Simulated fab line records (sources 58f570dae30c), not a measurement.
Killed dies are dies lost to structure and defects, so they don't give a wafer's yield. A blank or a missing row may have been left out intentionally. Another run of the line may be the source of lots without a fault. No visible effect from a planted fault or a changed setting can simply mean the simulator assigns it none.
The tool behind it: which one? || flow berkeley cmos170 || at 1 step of a route of 331, 13 lots with 39 wafers sampled

== WHAT THE GAUGES SHOWED, per wafer ==
UCB170_NLDD_OVL_MEAS_07.
{"lot": "L706", "measured": "day 7 16:14", "on": "overlay-01", "NLDD_OVL (nm)": "4 -2 4"}
{"lot": "L707", "measured": "day 8 07:12", "on": "overlay-01", "NLDD_OVL (nm)": "4 4 1"}
{"lot": "L710", "measured": "day 8 07:27", "on": "overlay-02", "NLDD_OVL (nm)": "-14 -12 -7"}
{"lot": "L708", "measured": "day 8 07:41", "on": "overlay-01", "NLDD_OVL (nm)": "-2 -5 -5"}
{"lot": "L709", "measured": "day 8 07:56", "on": "overlay-02", "NLDD_OVL (nm)": "3 3 9"}
{"lot": "L711", "measured": "day 8 20:06", "on": "overlay-01", "NLDD_OVL (nm)": "2 6 4"}
{"lot": "L713", "measured": "day 9 08:22", "on": "overlay-01", "NLDD_OVL (nm)": "-4 -9 -5"}
{"lot": "L714", "measured": "day 9 08:38", "on": "overlay-01", "NLDD_OVL (nm)": "-2 -3 1"}
{"lot": "L712", "measured": "day 9 09:24", "on": "overlay-01", "NLDD_OVL (nm)": "1 6 -2"}
{"lot": "L720", "measured": "day 10 14:29", "on": "overlay-02", "NLDD_OVL (nm)": "1 -3 7"}
{"lot": "L723", "measured": "day 10 21:20", "on": "overlay-01", "NLDD_OVL (nm)": "3 2 -3"}
{"lot": "L726", "measured": "day 11 18:20", "on": "overlay-01", "NLDD_OVL (nm)": "-1 0 -3"}
{"lot": "L728", "measured": "day 12 04:57", "on": "overlay-01", "NLDD_OVL (nm)": "9 5 5"}

== WHICH TOOL RAN EACH LOT (tool, then ch and the chambers of the sampled wafers, then the start) ==
No process step before these readings appears in the record.

== WHAT THE TOOLS THEMSELVES READ (means of the sampled wafers that have a number; where no wafer has one, the mark that the record gives instead) ==
The record holds no such reading with a usual standard deviation.

== THE ANSWER, worked out from the rows above alone ==
Rule: the lots themselves supply what counts as usual. The widest of any qualifying gaps counts: lots, ordered by their means at a reading, are off when they make up no more than a third of the lots, leave a main group of 4 or more, and stand apart from it by 3 or more times the standard deviation of that group's means. The tables above print the reading to a certain number of digits; a main group whose means all agree to those digits is not used. Also off: a lot with no number at a reading for which 4 or more lots have one. Where the step has rows for the other lots, those lots are counted as sound. Order of review: gauges by route order, followed by the tools' own readings, for which a lot's mean as printed above is used. The first step at which some lot is off is used, and at that step the reading that is off furthest; a lot without a number counts as furthest.
No lot is off at any reading shown: from this, nothing can be told.

== WHAT HAD BEEN PUT IN BY THE SIMULATOR ==
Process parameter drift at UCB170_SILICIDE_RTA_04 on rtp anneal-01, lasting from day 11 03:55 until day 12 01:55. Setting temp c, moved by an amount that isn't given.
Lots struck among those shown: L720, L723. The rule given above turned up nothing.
